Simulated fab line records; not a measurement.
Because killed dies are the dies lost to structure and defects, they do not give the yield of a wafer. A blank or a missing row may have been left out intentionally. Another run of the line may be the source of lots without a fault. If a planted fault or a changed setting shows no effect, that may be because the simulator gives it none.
8D (eight disciplines) problem report, filled in by code | flow rit cmos | the parts of the form that need people (team, actions taken, sign-off) are left out

1. WHAT IS WRONG
A mean of 18.0 is read at RIT_M1_PROBE_99 for killed at contacts, taken on 1 wafer of 1 lot, against 0.1 (standard deviation 0.31) on wafers free of any fault. That is +58 standard deviations from the usual mean.
First observed at day 6 15:50: wafer L930.1, on prober-01. Wafers with a number at this step in the record: 6, from 2 lots. Rule for "out", or "out of limits": more than 4 standard deviations from the usual mean. The rest of the wafers with a number are treated as sound.

2. WHAT IT IS; WHAT IT IS NOT
question                    | is                                             | is not
which readings at this step | killed at contacts, killed dies, killed on rim | killed at front end, killed open, killed short
which lots                  | L930                                           | L926
which wafers of those lots  | L930.1                                         | L930.3, L930.4
read on which tools         | prober-01                                      | -
when                        | from day 6 15:50                               | up to then (3 sound wafers); but 2 sound wafers of L930 came after

3. THE SUSPECTS, EACH WITH WHAT RULES IT OUT
Counting: any tool at a process step up to the reading remains a suspect provided it ran every lot that is out. Sound lots after the first of them don't rule it out here, since some wafers of a struck lot are sound.
- rie diel-04 at RIT_CONTACT_ETCH_11 (etches SiO2 in CHF3/CF4/Ar, stops on TiSi2, target depth 480 nm, time 320 s): kept. The lot that is out, L930, ran on it at day 6 10:38; the last sound lot it ran before that was L926, at day 5 18:22.
- prober-01 at RIT_M1_PROBE_99: kept. The lot that is out, L930, ran on it at day 6 15:50; the last sound lot it ran before that was L926, at day 5 23:28. On those wafers its own readings are out: killed at contacts, killed dies, killed on rim.
- In rie diel-04 at RIT_CONTACT_ETCH_11, the wafers that are out were processed in chamber 3 and their sound lot-mates in chambers 0, 1.
The count leaves prober-01 at RIT_M1_PROBE_99 and rie diel-04 at RIT_CONTACT_ETCH_11.

4. THE CAUSE (what the simulator had put in)
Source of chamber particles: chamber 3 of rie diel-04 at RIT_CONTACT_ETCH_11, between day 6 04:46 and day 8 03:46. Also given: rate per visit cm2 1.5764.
2 suspects survive the count, and this tool is in that group.

5. THE CHAIN OF EFFECTS, in route order
Each row: a reading where the mean over the struck wafers with a number is more than 3 standard deviations away from the usual. Only readings whose record carries a usual standard deviation are examined. hours: median over the lots of the time between each lot's start at the first step of this table that gives one and its start at this step. sigmas: the change, counted in usual standard deviations.
hours | step            | reading            | usual | on struck wafers | change | sigmas
0     | RIT_M1_PROBE_99 | killed at contacts | 0.1   | 18.0             | +17.9  | +58
0     | RIT_M1_PROBE_99 | killed dies        | 7     | 27               | +20    | +6.7
0     | RIT_M1_PROBE_99 | killed on rim      | 1.8   | 11.0             | +9.2   | +7.7
The process steps in it:
- RIT_M1_PROBE_99

6. WHAT WOULD HAVE CAUGHT IT SOONER
First out-of-limits reading in this record: day 6 15:50, which is 11 hours after fault onset at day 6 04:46.
Tool readings at RIT_CONTACT_ETCH_11 with a usual standard deviation given in the record: none out on any struck wafer, hence no alarm at a limit of 4 standard deviations on them.
Lots out: 1; all had begun RIT_CONTACT_ETCH_11 on rie diel-04 by day 6 15:50. Tool hold at that time: it would have spared none of them.
